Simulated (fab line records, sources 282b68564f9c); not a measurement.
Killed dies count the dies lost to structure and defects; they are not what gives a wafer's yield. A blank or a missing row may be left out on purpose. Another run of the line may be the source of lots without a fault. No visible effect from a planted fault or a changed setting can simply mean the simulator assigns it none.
fab line records ; flow rit-cmos
record lots=6; wafers=18; last-day=7
route steps=202 shown ACTIVE@1 FOX1@20 FOX2@23 M1@202
lots untouched by any fault: they come from a run of this same line in which no faults occurred
start-h: hours from the record's first day to the start of the lot's first wafer shown ; wait-h: hours from the lot's prior step to this one ; " repeats the value in the row above ; L1.1+2: a single row standing in for several wafers ; - no value, or no start was given ; * or withheld: withheld ; < > ~ a bound
route shown NAME@n: NAME is a module with steps in the file, n the number in the route of the first one ; usual: average and standard deviation across the fault-free wafers ; same: alike in all rows ; chamber/n: place in a boat ; sites: the reading at each site ; _std_site: how widely they spread, as a standard deviation ; _edge_site: inner sites' mean taken away from outer sites' mean ; radius-mm: how far each site lies from the wafer's centre ; mask NAME#n: copy n ; behind: the tool/chamber that last shaped the wafer ; hold: why the lot was held/for how many hours/how that ended ; device: names the non-switching transistor (n, p or np) ; end of line: tests of these same wafers at the route's end ; where a step has no rows: the recipe by itself ; killed: dies lost to structure and defects at the first sort, not the wafer's yield ; map: dies across one wafer; x = killed, . = not, _ = none there
set.NAME: the setting the step ran with; set.NAME@STEP: the setting that earlier step ran with ; model.NAME: the simulator's own value behind a step, which no gauge read
lots at selected steps of the route; one table per step, one row per wafer
services: from which hour (start-h, from the record's first day; less than 0 if before it) a tool's chamber was out of use, for how many hours, and why
## steps
# step RIT_ACTIVE_BOW_MEAS_00
# recipe mode=bow
# usual INCOMING_BOW=1/6.1
lot.wafer;tool;chamber;start-h;wait-h;INCOMING_BOW[um]
L707.3;film-metro-02;-;15.04;-;0
L707.4;film-metro-02;-;15.04;-;8
L707.5;film-metro-02;-;15.04;-;1
L708.1;film-metro-02;-;20.00;-;7
L708.3;film-metro-02;-;20.00;-;-3
L708.5;film-metro-02;-;20.00;-;-2
L722.2;film-metro-04;-;90.02;-;4
L722.5;film-metro-04;-;90.02;-;-7
L722.6;film-metro-04;-;90.02;-;0
L724.1;film-metro-02;-;100.00;-;-14
L724.2;film-metro-02;-;100.00;-;1
L724.5;film-metro-02;-;100.00;-;5
L727.1;film-metro-02;-;115.00;-;2
L727.2;film-metro-02;-;115.00;-;-12
L727.5;film-metro-02;-;115.00;-;4
L729.2;film-metro-01;-;125.02;-;3
L729.3;film-metro-01;-;125.02;-;9
L729.6;film-metro-01;-;125.02;-;3
# step RIT_ACTIVE_OXIDATION_01
# recipe temp-c=1000; ambient=O2; target-thk-a=468; ox-time-s=3360
# usual spike-tc-centre-C=1002.1/1; spike-tc-load-C=1025/3.3; spike-tc-source-C=1023.0/2.9
lot.wafer;tool;chamber;start-h;wait-h;spike-tc-centre-C;spike-tc-load-C;spike-tc-source-C;model.SiO2_of_ACTIVE_OXIDATION_01.thk-nm
L707.3;furnace-04;0;15.12;0.1;1002.5;1028;1020.8;45.84
L707.4;furnace-04;0;15.12;0.1;1002.0;1027;1021.4;46.2
L707.5;furnace-04;0;15.12;0.1;1002.7;1026;1021.6;45.98
L708.1;furnace-01;0;20.14;0.1;1002.3;1020;1019.3;46.5
L708.3;furnace-01;0;20.14;0.1;1004.5;1021;1019.7;46.67
L708.5;furnace-01;0;20.14;0.1;1002.4;1022;1021.1;46.17
L722.2;furnace-01;0;91.81;1.8;1014.6;1035;1031.4;53.78
L722.5;furnace-01;0;91.81;1.8;1014.6;1033;1032.7;53.53
L722.6;furnace-01;0;91.81;1.8;1015.5;1033;1033.7;53.26
L724.1;furnace-01;0;101.35;1.3;1013.8;1034;1032.9;53.64
L724.2;furnace-01;0;101.35;1.3;1017.0;1035;1034.2;52.86
L724.5;furnace-01;0;101.35;1.3;1016.6;1032;1033.8;53.03
L727.1;furnace-03;0;115.22;0.2;1000.3;1027;1026.8;46.99
L727.2;furnace-03;0;115.22;0.2;1001.3;1027;1027.1;46.99
L727.5;furnace-03;0;115.22;0.2;1001.1;1028;1026.8;47.39
L729.2;furnace-04;0;125.71;0.7;1003.1;1026;1022.2;45.5
L729.3;furnace-04;0;125.71;0.7;1003.1;1028;1022.5;46.45
L729.6;furnace-04;0;125.71;0.7;1003.1;1028;1022.3;46.22
# step RIT_ACTIVE_THK_MEAS_02
# recipe reads=SiO2_of_ACTIVE_OXIDATION_01
# usual ACTIVE_OXIDE_THK=46.7/1.3
lot.wafer;tool;chamber;start-h;wait-h;ACTIVE_OXIDE_THK[nm]
L707.3;film-metro-01;-;17.07;0.0;45.8
L707.4;film-metro-01;-;17.07;0.0;46.2
L707.5;film-metro-01;-;17.07;0.0;46.0
L708.1;film-metro-04;-;22.07;0.0;46.6
L708.3;film-metro-04;-;22.07;0.0;46.7
L708.5;film-metro-04;-;22.07;0.0;46.1
L722.2;film-metro-04;-;93.75;0.0;53.8
L722.5;film-metro-04;-;93.75;0.0;53.5
L722.6;film-metro-04;-;93.75;0.0;53.3
L724.1;film-metro-04;-;103.28;0.0;53.6
L724.2;film-metro-04;-;103.28;0.0;52.8
L724.5;film-metro-04;-;103.28;0.0;53.0
L727.1;film-metro-01;-;117.15;0.0;47.0
L727.2;film-metro-01;-;117.15;0.0;47.0
L727.5;film-metro-01;-;117.15;0.0;47.4
L729.2;film-metro-01;-;127.65;0.0;45.5
L729.3;film-metro-01;-;127.65;0.0;46.5
L729.6;film-metro-01;-;127.65;0.0;46.2
# step RIT_ACTIVE_CVD_03
# recipe material=Si3N4; target-thk-nm=150; temp-c=810; precursor=SiH2Cl2/NH3; time-s=1500; pressure-mtorr=300; sih2cl2-flow-sccm=60; nh3-flow-sccm=150
# step RIT_ACTIVE_THK_MEAS_04
# recipe reads=Si3N4_of_ACTIVE_CVD_03
# usual ACTIVE_NITRIDE_THK=150.2/1.4
lot.wafer;tool;chamber;start-h;wait-h;ACTIVE_NITRIDE_THK[nm]
L707.3;film-metro-01;-;18.55;0.0;150.1
L707.4;film-metro-01;-;18.55;0.0;151.2
L707.5;film-metro-01;-;18.55;0.0;151.2
L708.1;film-metro-02;-;23.55;0.0;151.1
L708.3;film-metro-02;-;23.55;0.0;150.9
L708.5;film-metro-02;-;23.55;0.0;151.4
L722.2;film-metro-02;-;96.45;0.0;151.4
L722.5;film-metro-02;-;96.45;0.0;151.3
L722.6;film-metro-02;-;96.45;0.0;152.2
L724.1;film-metro-04;-;104.76;0.0;152.1
L724.2;film-metro-04;-;104.76;0.0;152.2
L724.5;film-metro-04;-;104.76;0.0;152.2
L727.1;film-metro-04;-;118.63;0.0;149.5
L727.2;film-metro-04;-;118.63;0.0;149.8
L727.5;film-metro-04;-;118.63;0.0;149.1
L729.2;film-metro-01;-;129.13;0.0;150.8
L729.3;film-metro-01;-;129.13;0.0;150.8
L729.6;film-metro-01;-;129.13;0.0;151.1
# step RIT_ACTIVE_HMDS_05
# recipe prime-time-s=60; prime-temp-c=140
# step RIT_ACTIVE_COAT_06
# recipe resist=NOVOLAK; spin-rpm=3250; resist-thk-nm=1000
# step RIT_ACTIVE_SOFTBAKE_07
# recipe resist=NOVOLAK; temp-c=90; time-s=60
# step RIT_ACTIVE_EXPOSE_08
# recipe mask-id=M1; na=0.6; source-shape=conventional; sigma-outer=0.6; target-cd-nm=1400; dose-mj=225
# step RIT_ACTIVE_PEB_09
# recipe resist=NOVOLAK; temp-c=withheld; time-s=withheld
# step RIT_ACTIVE_DEVELOP_10
# recipe resist=NOVOLAK; develop-time-s=50; dev-temp-c=23
# step RIT_ACTIVE_CD_MEAS_11
# recipe target-cd-nm=1400
# usual cd-nm=1399.5/2.5
lot.wafer;tool;chamber;start-h;wait-h;cd-nm
L707.3;cd-sem-01;-;19.60;-;1399.3
L707.4;cd-sem-01;-;19.60;-;1399.3
L707.5;cd-sem-01;-;19.60;-;1398.8
L708.1;cd-sem-01;-;24.46;-;1398.0
L708.3;cd-sem-01;-;24.46;-;1398.8
L708.5;cd-sem-01;-;24.46;-;1397.6
L722.2;cd-sem-02;-;97.50;-;1402.4
L722.5;cd-sem-02;-;97.50;-;1401.6
L722.6;cd-sem-02;-;97.50;-;1401.5
L724.1;cd-sem-02;-;105.79;-;1403.0
L724.2;cd-sem-02;-;105.79;-;1403.5
L724.5;cd-sem-02;-;105.79;-;1401.4
L727.1;cd-sem-02;-;119.54;-;1397.1
L727.2;cd-sem-02;-;119.54;-;1395.7
L727.5;cd-sem-02;-;119.54;-;1398.2
L729.2;cd-sem-02;-;130.17;-;1400.4
L729.3;cd-sem-02;-;130.17;-;1396.5
L729.6;cd-sem-02;-;130.17;-;1399.0
# step RIT_ACTIVE_HARDBAKE_12
# recipe resist=NOVOLAK; temp-c=140; time-s=60
# step RIT_ACTIVE_ETCH_13
# recipe stop-on=SiO2; chemistry=SF6; target=Si3N4; time-s=210; over-etch-frac=0.4; SF6_flow_sccm=200; pressure-mtorr=260; rf-w=125; target-depth-a=2100
# usual drypump-motor-current-A=5.75/0.3; oes-product-au=0.820/0.015; throttle-valve-pct=7.54/0.097
lot.wafer;tool;chamber;start-h;wait-h;drypump-motor-current-A;oes-product-au;rf-hours-counter-h;throttle-valve-pct
L707.3;rie-diel-02;1;19.83;0.1;5.84;0.809;87;7.65
L707.4;rie-diel-02;3;19.83;0.1;5.49;0.848;-;7.55
L707.5;rie-diel-02;2;19.83;0.1;5.51;0.816;-;7.63
L708.1;rie-diel-02;2;24.73;0.1;5.51;0.814;118;7.64
L708.3;rie-diel-02;3;24.73;0.1;5.52;0.848;2;7.55
L708.5;rie-diel-02;3;24.73;0.1;5.52;0.850;-;7.56
L722.2;rie-diel-02;2;97.75;0.1;5.50;0.816;119;7.64
L722.5;rie-diel-02;3;97.75;0.1;5.49;0.850;-;7.57
L722.6;rie-diel-02;0;97.75;0.1;6.30;0.814;-;7.54
L724.1;rie-diel-02;1;106.06;0.1;5.78;0.818;88;7.66
L724.2;rie-diel-02;3;106.06;0.1;5.52;0.857;4;7.55
L724.5;rie-diel-02;2;106.06;0.1;5.52;0.811;-;7.63
L727.1;rie-diel-02;1;119.81;0.1;5.81;0.817;89;7.64
L727.2;rie-diel-02;0;119.81;0.1;6.29;0.811;1;7.55
L727.5;rie-diel-02;2;119.81;0.1;5.48;0.810;-;7.63
L729.2;rie-diel-04;1;130.42;0.1;5.23;0.832;152;7.48
L729.3;rie-diel-04;0;130.42;0.1;6.15;0.819;2;7.34
L729.6;rie-diel-04;1;130.42;0.1;5.26;0.820;-;7.49
# step RIT_ACTIVE_STRIP_14
# recipe chemistry=O2; time-s=180; resist=NOVOLAK; platen-temp-c=withheld; power-w=500; pressure-mtorr=4000; o2-flow-sccm=4000
# usual drypump-motor-current-A=5.8/0.34
lot.wafer;tool;chamber;start-h;wait-h;drypump-motor-current-A;rf-hours-counter-h
L707.3;plasma-asher-01;0;20.03;0.1;5.9;-
L707.4;plasma-asher-01;1;20.03;0.1;5.4;-
L707.5;plasma-asher-01;0;20.03;0.1;5.9;-
L708.1;plasma-asher-02;1;24.87;0.1;5.8;39
L708.3;plasma-asher-02;1;24.87;0.1;5.8;-
L708.5;plasma-asher-02;1;24.87;0.1;5.7;-
L722.2;plasma-asher-01;0;97.88;0.1;5.9;47
L722.5;plasma-asher-01;0;97.88;0.1;5.9;-
L722.6;plasma-asher-01;1;97.88;0.1;5.4;-
L724.1;plasma-asher-02;1;106.19;0.1;5.7;48
L724.2;plasma-asher-02;0;106.19;0.1;5.6;48
L724.5;plasma-asher-02;1;106.19;0.1;5.7;-
L727.1;plasma-asher-02;1;119.94;0.1;5.7;51
L727.2;plasma-asher-02;0;119.94;0.1;5.6;51
L727.5;plasma-asher-02;1;119.94;0.1;5.7;-
L729.2;plasma-asher-04;1;130.56;0.1;6.5;1
L729.3;plasma-asher-04;1;130.56;0.1;6.5;-
L729.6;plasma-asher-04;1;130.56;0.1;6.5;-
# step RIT_ACTIVE_CD_MEAS_90
# recipe target-cd-nm=1400
# usual cd-nm=1399.4/2.5
lot.wafer;tool;chamber;start-h;wait-h;cd-nm
L707.3;cd-sem-01;-;20.18;0.1;1398.6
L707.4;cd-sem-01;-;20.18;0.1;1399.2
L707.5;cd-sem-01;-;20.18;0.1;1398.7
L708.1;cd-sem-01;-;25.04;0.1;1397.8
L708.3;cd-sem-01;-;25.04;0.1;1398.6
L708.5;cd-sem-01;-;25.04;0.1;1397.1
L722.2;cd-sem-02;-;98.07;0.1;1402.2
L722.5;cd-sem-02;-;98.07;0.1;1401.2
L722.6;cd-sem-02;-;98.07;0.1;1401.8
L724.1;cd-sem-02;-;106.37;0.1;1402.8
L724.2;cd-sem-02;-;106.37;0.1;1403.1
L724.5;cd-sem-02;-;106.37;0.1;1400.6
L727.1;cd-sem-02;-;120.23;0.2;1396.9
L727.2;cd-sem-02;-;120.23;0.2;1395.6
L727.5;cd-sem-02;-;120.23;0.2;1397.7
L729.2;cd-sem-02;-;130.75;0.1;1400.0
L729.3;cd-sem-02;-;130.75;0.1;1396.6
L729.6;cd-sem-02;-;130.75;0.1;1398.6
# step RIT_ACTIVE_CLEAN_15
# recipe chemistry=SC1; mix=3:3:50; time-s=600; temp-c=75
# step RIT_ACTIVE_CLEAN_16
# recipe chemistry=dHF; dilution=50:1; time-s=30
# step RIT_ACTIVE_CLEAN_17
# recipe chemistry=SC2; mix=3:3:50; time-s=600; temp-c=75; dry=n2-spin
# step RIT_FOX1_OXIDATION_00
# recipe temp-c=1100; ambient=H2O; target-thk-a=3507; p-h2o-torr=720; ox-time-s=1130
# step RIT_FOX1_THK_MEAS_01
# recipe reads=SiO2_of_FOX1_OXIDATION_00
# usual FOX1_OXIDE_THK=350/6.3
lot.wafer;tool;chamber;start-h;wait-h;FOX1_OXIDE_THK[nm]
L707.3;film-metro-02;-;22.51;0.0;364
L707.4;film-metro-02;-;22.51;0.0;364
L707.5;film-metro-02;-;22.51;0.0;367
L708.1;film-metro-01;-;29.87;0.0;343
L708.3;film-metro-01;-;29.87;0.0;351
L708.5;film-metro-01;-;29.87;0.0;347
L722.2;film-metro-03;-;99.87;0.0;355
L722.5;film-metro-03;-;99.87;0.0;351
L722.6;film-metro-03;-;99.87;0.0;347
L724.1;film-metro-03;-;108.65;0.0;348
L724.2;film-metro-03;-;108.65;0.0;356
L724.5;film-metro-03;-;108.65;0.0;353
L727.1;film-metro-03;-;122.98;0.0;352
L727.2;film-metro-03;-;122.98;0.0;351
L727.5;film-metro-03;-;122.98;0.0;351
L729.2;film-metro-03;-;135.19;0.0;353
L729.3;film-metro-03;-;135.19;0.0;353
L729.6;film-metro-03;-;135.19;0.0;353
# step RIT_FOX1_WET_ETCH_02
# recipe chemistry=BOE; target-depth-nm=350; time-s=390; temp-c=21.5; dry=n2-spin; dilution=10:1; target=SiO2
# step RIT_FOX2_OXIDATION_00
# recipe temp-c=1100; ambient=H2O; target-thk-a=3507; p-h2o-torr=720; ox-time-s=1130
# step RIT_FOX2_THK_MEAS_01
# recipe reads=SiO2_of_FOX2_OXIDATION_00
# usual FOX2_OXIDE_THK=353/5.2
lot.wafer;tool;chamber;start-h;wait-h;FOX2_OXIDE_THK[nm]
L707.3;film-metro-04;-;24.01;0.0;363
L707.4;film-metro-04;-;24.01;0.0;362
L707.5;film-metro-04;-;24.01;0.0;366
L708.1;film-metro-03;-;33.63;0.0;358
L708.3;film-metro-03;-;33.63;0.0;355
L708.5;film-metro-03;-;33.63;0.0;359
L722.2;film-metro-03;-;101.36;0.0;362
L722.5;film-metro-03;-;101.36;0.0;361
L722.6;film-metro-03;-;101.36;0.0;359
L724.1;film-metro-03;-;110.14;0.0;354
L724.2;film-metro-03;-;110.14;0.0;356
L724.5;film-metro-03;-;110.14;0.0;357
L727.1;film-metro-03;-;124.55;0.0;359
L727.2;film-metro-03;-;124.55;0.0;352
L727.5;film-metro-03;-;124.55;0.0;354
L729.2;film-metro-04;-;137.45;0.0;358
L729.3;film-metro-04;-;137.45;0.0;355
L729.6;film-metro-04;-;137.45;0.0;355
# step RIT_FOX2_CLEAN_02
# recipe chemistry=dHF; dilution=50:1; time-s=180
# step RIT_FOX2_WET_ETCH_03
# recipe chemistry=H3PO4; target=Si3N4; target-depth-nm=195; temp-c=165; time-s=2700
# usual temp-c=165.03/0.17
lot.wafer;tool;chamber;start-h;wait-h;temp-c;model.SiO2_of_ACTIVE_OXIDATION_01.thk-nm
L707.3;wet-bench-02;2;24.11;0.0;165.06;39.9
L707.4;wet-bench-02;2;24.11;0.0;165.03;39.95
L707.5;wet-bench-02;2;24.11;0.0;165.13;40.68
L708.1;wet-bench-02;2;33.75;0.0;165.62;41.28
L708.3;wet-bench-02;2;33.75;0.0;164.95;40.55
L708.5;wet-bench-02;2;33.75;0.0;165.27;40.11
L722.2;wet-bench-01;3;101.46;0.0;164.93;47.65
L722.5;wet-bench-01;3;101.46;0.0;164.97;46.51
L722.6;wet-bench-01;3;101.46;0.0;164.68;47.26
L724.1;wet-bench-02;1;110.25;0.0;165.24;46.75
L724.2;wet-bench-02;1;110.25;0.0;165.11;45.8
L724.5;wet-bench-02;1;110.25;0.0;165.18;46.85
L727.1;wet-bench-02;3;124.66;0.0;165.29;40.9
L727.2;wet-bench-02;3;124.66;0.0;165.08;41.7
L727.5;wet-bench-02;3;124.66;0.0;165.18;41.94
L729.2;wet-bench-02;1;137.56;0.0;164.99;40.2
L729.3;wet-bench-02;1;137.56;0.0;165.15;41.23
L729.6;wet-bench-02;1;137.56;0.0;164.91;40.86
# step RIT_FOX2_THK_MEAS_90
# recipe reads=SiO2_of_FOX2_OXIDATION_00
# usual FIELD_OXIDE_LEFT_1_THK=326/5.3
lot.wafer;tool;chamber;start-h;wait-h;FIELD_OXIDE_LEFT_1_THK[nm]
L707.3;film-metro-04;-;24.89;0.0;336
L707.4;film-metro-04;-;24.89;0.0;334
L707.5;film-metro-04;-;24.89;0.0;338
L708.1;film-metro-03;-;34.58;0.0;331
L708.3;film-metro-03;-;34.58;0.0;328
L708.5;film-metro-03;-;34.58;0.0;332
L722.2;film-metro-04;-;102.23;0.0;335
L722.5;film-metro-04;-;102.23;0.0;333
L722.6;film-metro-04;-;102.23;0.0;331
L724.1;film-metro-02;-;111.01;0.0;326
L724.2;film-metro-02;-;111.01;0.0;329
L724.5;film-metro-02;-;111.01;0.0;330
L727.1;film-metro-03;-;125.65;0.0;332
L727.2;film-metro-03;-;125.65;0.0;326
L727.5;film-metro-03;-;125.65;0.0;328
L729.2;film-metro-02;-;138.40;0.0;331
L729.3;film-metro-02;-;138.40;0.0;327
L729.6;film-metro-02;-;138.40;0.0;327
# step RIT_M1_PROBE_99
# usual killed-at-front-end=6.8/2.7; killed-dies=6.8/2.7; killed-open=3.4/1.8; killed-short=3.5/1.7
# same gross-dies=264; killed_at_M0_to_M3=0; killed_at_M4_up=0; killed-at-back-side=0; killed-at-contacts=0; killed-at-other=0
lot.wafer;tool;chamber;start-h;wait-h;killed-at-front-end;killed-dies;killed-open;killed-short
L729.2;prober-02;-;176.93;0.1;6;6;6;0
L729.3;prober-02;-;176.98;0.2;5;5;1;4
L729.6;prober-02;-;177.13;0.2;9;9;7;2
# killed by level:class
L729.2 SPACER:geometric-particle:open=2 SILICIDE:geometric-particle:open=2 FOX2:geometric-particle:open=1 GATE:geometric-particle:open=1
L729.3 REOX:geometric-particle:short=3 SILICIDE:geometric-particle:short=1 SILICIDE:geometric-particle:open=1
L729.6 GATE:geometric-particle:open=2 REOX:geometric-particle:short=2 FOX1:geometric-particle:open=1 FOX2:geometric-particle:open=1 REOX:geometric-particle:open=1 SPACER:geometric-particle:open=1 SILICIDE:geometric-particle:open=1
## services
tool;chamber;start-h;hours;kind
rie-diel-04;2;-4.70;4.6;repair
rie-diel-04;0;-0.14;-;clean
rie-diel-04;0;-0.14;25.6;scheduled-down
rie-diel-04;0;-0.14;25.6;vent-cycle
rie-diel-02;0;3.05;-;clean
rie-diel-02;0;3.05;23.0;scheduled-down
rie-diel-02;0;3.05;23.0;vent-cycle
plasma-asher-01;-;14.30;2.7;repair
rie-diel-04;-;19.27;0.8;repair
furnace-03;-;29.08;3.2;pm
furnace-04;-;35.10;2.7;pm
furnace-01;-;70.08;5.2;pm
plasma-asher-04;-;78.79;21.3;repair
rie-diel-04;2;81.18;1.7;repair
rie-diel-02;0;90.66;1.9;repair
plasma-asher-04;-;108.75;9.0;pm
plasma-asher-04;0;108.75;9.0;vent-cycle
plasma-asher-04;1;108.75;9.0;vent-cycle
plasma-asher-04;0;117.75;-;clean
plasma-asher-02;-;126.35;4.3;pm
wet-bench-02;-;128.45;1.8;repair
furnace-01;-;129.63;4.2;pm
rie-diel-02;-;132.06;2.8;pm
rie-diel-02;0;135.72;15.4;repair
## key
first-sign step=RIT_ACTIVE_OXIDATION_01; reading=spike-tc-centre-C; direction=up; sigmas=13; usual=1002.1; struck=1015.4
effect step=RIT_ACTIVE_OXIDATION_01; reading=spike-tc-source-C; direction=up; sigmas=3.4; usual=1023.0; struck=1033.1
effect step=RIT_ACTIVE_THK_MEAS_02; reading=ACTIVE_OXIDE_THK; direction=up; sigmas=5.3; usual=46.7; struck=53.4
model-effect step=RIT_ACTIVE_OXIDATION_01; value=SiO2_of_ACTIVE_OXIDATION_01.thk-nm; without=47.11; struck=53.35
model-effect step=RIT_FOX2_WET_ETCH_03; value=SiO2_of_ACTIVE_OXIDATION_01.thk-nm; without=41.27; struck=46.8
met-at RIT_ACTIVE_OXIDATION_01
struck-wafers L722.2,L722.5,L722.6,L724.1,L724.2,L724.5
tester-left-out L722,L724
onset-between 20.14 91.81
fault kind=process-parameter-drift; tool=furnace-01; chamber=-; onset-h=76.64; steps=RIT_ACTIVE_OXIDATION_01; channel=temp-c; offset=*; shape=step; end-h=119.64; acts-in=*; stated=*
# tester-left-out: of these lots the tester's yield and bins aren't shown, on N5 and GAA mostly nor the transistor test; their killed dies are dies lost to structure and defects alone, not to doping, threshold or leakage, so they don't give the yield
